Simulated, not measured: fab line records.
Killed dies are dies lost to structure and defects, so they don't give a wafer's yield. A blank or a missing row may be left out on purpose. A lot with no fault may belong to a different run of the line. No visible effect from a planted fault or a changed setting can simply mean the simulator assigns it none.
Which tool did it? | flow berkeleyCmos170 | 42 wafers from 14 lots sampled at 2 of the route's 331 steps

WHAT THE GAUGES SHOWED, per wafer
UCB170_V1_BOW_MEAS_03.
lot  | measured     | on           | V1_BOW (um)
L722 | day 8 13:46  | filmMetro-04 | 7 19 12
L723 | day 8 15:23  | filmMetro-04 | 23 22 25
L724 | day 8 15:07  | filmMetro-01 | 34 28 22
L725 | day 8 15:08  | filmMetro-02 | 25 14 17
L726 | day 9 08:25  | filmMetro-01 | 15 29 21
L728 | day 10 04:40 | filmMetro-02 | 21 20 38
L729 | day 10 06:03 | filmMetro-01 | 25 11 22
L733 | day 10 11:16 | filmMetro-02 | 24 16 20
L739 | day 12 00:08 | filmMetro-04 | 9 17 22
L737 | day 12 04:18 | filmMetro-04 | 18 7 11
L740 | day 12 08:49 | filmMetro-04 | 22 17 11
L743 | day 13 04:23 | filmMetro-01 | 18 15 15
L742 | day 13 06:02 | filmMetro-04 | 5 33 26
L745 | day 13 13:14 | filmMetro-04 | 16 11 19

WHICH TOOL RAN EACH LOT (tool, then ch and the chambers of the sampled wafers, then the start)
lot  | UCB170_V1_CVD_00
L722 | pecvd-02 ch 0,1,2, day 8 13:14
L723 | pecvd-02 ch 0,1,2, day 8 14:34
L724 | pecvd-03 ch 0,2, day 8 14:34
L725 | pecvd-01 ch 0,2, day 8 14:34
L726 | pecvd-02 ch 1,2, day 9 07:54
L728 | pecvd-03 ch 0,1, day 10 04:08
L729 | pecvd-02 ch 0,1,2, day 10 05:33
L733 | pecvd-01 ch 1,2, day 10 10:44
L739 | pecvd-01 ch 0,1, day 11 23:37
L737 | pecvd-01 ch 1,2, day 12 03:45
L740 | pecvd-03 ch 0,1, day 12 08:16
L743 | pecvd-01 ch 0,1,2, day 13 03:52
L742 | pecvd-02 ch 0,2, day 13 05:12
L745 | pecvd-03 ch 0,2, day 13 12:44
- UCB170_V1_CVD_00: deposits SiO2 from TEOS/O2, target thk 2000 nm, time 250 s.

WHAT THE TOOLS THEMSELVES READ (means of the sampled wafers that have a number; where no wafer has one, the mark that the record gives instead)
UCB170_V1_CVD_00.
lot  | tool     | heaterPowerW (W)
L722 | pecvd-02 | 305
L723 | pecvd-02 | 259
L724 | pecvd-03 | 253
L725 | pecvd-01 | 265
L726 | pecvd-02 | 280
L728 | pecvd-03 | 259
L729 | pecvd-02 | 240
L733 | pecvd-01 | 340
L739 | pecvd-01 | 315
L737 | pecvd-01 | 281
L740 | pecvd-03 | 244
L743 | pecvd-01 | 305
L742 | pecvd-02 | 313
L745 | pecvd-03 | 244

THE ANSWER, worked out from the rows above alone
Rule: the lots themselves supply what counts as usual. The widest of any qualifying gaps counts: lots, ordered by their means at a reading, are off when they make up no more than a third of the lots, leave a main group of 4 or more, and stand apart from it by 3 or more times the standard deviation of that group's means. The tables above print the reading to a certain number of digits; a main group whose means all agree to those digits is not used. Also off: a lot with no number at a reading for which 4 or more lots have one. The other lots that the step has rows for count as sound. First the gauges in route order, then the tools' own readings, where a lot's mean is used as printed above. The first step at which some lot is off is used, and at that step the reading that is off furthest; a lot without a number counts as furthest.
Across all readings shown, no lot is off: no conclusion can be drawn from this.

WHAT THE SIMULATOR HAD PUT IN
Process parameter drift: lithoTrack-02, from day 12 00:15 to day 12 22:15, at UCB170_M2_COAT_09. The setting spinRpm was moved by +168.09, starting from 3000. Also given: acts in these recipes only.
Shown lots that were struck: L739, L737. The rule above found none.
